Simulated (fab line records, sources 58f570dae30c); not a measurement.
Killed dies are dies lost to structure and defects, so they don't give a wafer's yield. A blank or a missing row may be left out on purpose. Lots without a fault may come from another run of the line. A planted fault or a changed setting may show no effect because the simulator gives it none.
Which tool did it? | flow berkeley_cmos170 | 7 lots, 21 wafers sampled, at 4 steps of a route of 331

WHAT THE GAUGES READ, wafer by wafer
UCB170_PSD_TW_MEAS_10.
lot  | measured     | on            | PSD_TW
L890 | day 7 01:56  | film_metro-02 | 2370 2367 2354
L893 | day 7 07:42  | film_metro-02 | 2354 2362 2355
L895 | day 7 12:01  | film_metro-02 | 2338 2343 2352
L898 | day 8 11:40  | film_metro-02 | 2334 2352 2332
L903 | day 9 15:02  | film_metro-01 | 2314 2323 2316
L902 | day 9 15:44  | film_metro-03 | 2848 2848 2823
L913 | day 11 12:00 | film_metro-01 | 2320 2316 2320

WHICH TOOL RAN EACH LOT (tool, then ch and the chambers of the sampled wafers, then the start)
lot  | UCB170_NLDD_STRIP_10                | UCB170_PSD_IMPLANT_08           | UCB170_PSD_STRIP_09
L890 | plasma_asher-02 ch 0,1, day 6 20:09 | implanter-03 ch 0, day 7 01:41  | plasma_asher-02 ch 0,1, day 7 01:50
L893 | plasma_asher-01 ch 0,1, day 7 03:14 | implanter-02 ch 0, day 7 07:27  | plasma_asher-03 ch 0,1, day 7 07:36
L895 | plasma_asher-02 ch 0,1, day 7 05:41 | implanter-02 ch 0, day 7 11:47  | plasma_asher-03 ch 0,1, day 7 11:55
L898 | plasma_asher-01 ch 0,1, day 8 04:31 | implanter-02 ch 0, day 8 11:25  | plasma_asher-01 ch 0,1, day 8 11:34
L903 | plasma_asher-04 ch 0,1, day 9 08:22 | implanter-03 ch 0, day 9 14:47  | plasma_asher-03 ch 0,1, day 9 14:56
L902 | plasma_asher-02 ch 0,1, day 9 08:39 | implanter-02 ch 0, day 9 15:04  | plasma_asher-01 ch 0,1, day 9 15:38
L913 | plasma_asher-04 ch 1, day 11 05:59  | implanter-03 ch 0, day 11 11:45 | plasma_asher-03 ch 0,1, day 11 11:54
- UCB170_NLDD_STRIP_10: strips in O2.
- UCB170_PSD_IMPLANT_08
- UCB170_PSD_STRIP_09: strips in O2.

THE ANSWER, worked out from the rows above alone
Rule: what is usual is taken from the lots themselves. Put in order of their means at a reading, lots are off if they are a third of the lots or fewer, leave a main group of 4 or more, and stand apart from it by a gap of 3 or more times the standard deviation of the main group's means; of several such gaps the widest counts. A main group whose means are all the same, to the digits that the tables above print for the reading, isn't used. A lot without any number at a reading at which 4 lots or more have one is off too. The other lots that the step has rows for count as sound.
Off: L902, at UCB170_PSD_TW_MEAS_10 (PSD_TW). The main group: mean 2340, standard deviation 17.
A tool fits if, at a process step before that reading, it ran every lot that is off, and no sound lot after the first of them. The gauges at UCB170_PSD_TW_MEAS_10 are tried like those tools. Can't be told from this: 4 tools fit, plasma_asher-02 at UCB170_NLDD_STRIP_10, implanter-02 at UCB170_PSD_IMPLANT_08, plasma_asher-01 at UCB170_PSD_STRIP_09, film_metro-03 at UCB170_PSD_TW_MEAS_10.

WHAT THE SIMULATOR HAD PUT IN
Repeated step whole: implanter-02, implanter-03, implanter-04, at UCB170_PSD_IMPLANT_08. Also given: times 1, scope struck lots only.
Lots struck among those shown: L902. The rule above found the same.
